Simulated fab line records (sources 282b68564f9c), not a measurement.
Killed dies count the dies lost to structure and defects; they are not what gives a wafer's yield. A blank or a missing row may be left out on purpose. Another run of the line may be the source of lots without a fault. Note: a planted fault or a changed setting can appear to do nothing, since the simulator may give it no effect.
Matching of chambers | flow rit_cmos | 4 sister chambers for RIT_GATE_ETCH_19 on rie_si-01
The step etches poly-Si in SF6/CHF3/O2, stops on SiO2, time 165 s, target depth 312.5 nm. 4 wafers are shown with their chamber, then 7 later ones without.

## EACH WAFER AND ITS CHAMBER
wafer  | chamber | drypump_motor_current_A (A)
L996.5 | 2       | 6.1
L998.1 | 1       | 6.5
L100.1 | 3       | 5.4
L100.5 | 0       | 5.3

## WAFERS WITHOUT THEIR CHAMBER
wafer  | drypump_motor_current_A (A)
L100.6 | 5.4
L104.2 | 6.1
L104.3 | 5.3
L104.5 | 5.4
L112.1 | 5.3
L112.2 | 6.1
L112.4 | 6.4

## WHICH CHAMBER EACH ONE RAN IN
wafer  | from the rows above | in truth
L100.6 | 3                   | 3
L104.2 | 2                   | 2
L104.3 | 0                   | 0
L104.5 | 3                   | 3
L112.1 | 0                   | 0
L112.2 | 2                   | 2
L112.4 | 1                   | 1
Correct placement for 7 of the 7. Not placeable from these rows: 0. Wrongly placed: 0.
How it was worked out, from the rows above alone: a wafer's distance from a chamber is the root of the sum, over the readings, of the square of ((its reading less the chamber's mean) divided by the reading's scatter). The wafer belongs to the nearest chamber; if the next one is less than 2 further off, it can't be placed. The mean given for a chamber averages the wafers shown for that chamber. The scatter: root of mean squared gap, hidden wafer to nearest shown wafer, with one shown wafer a chamber.
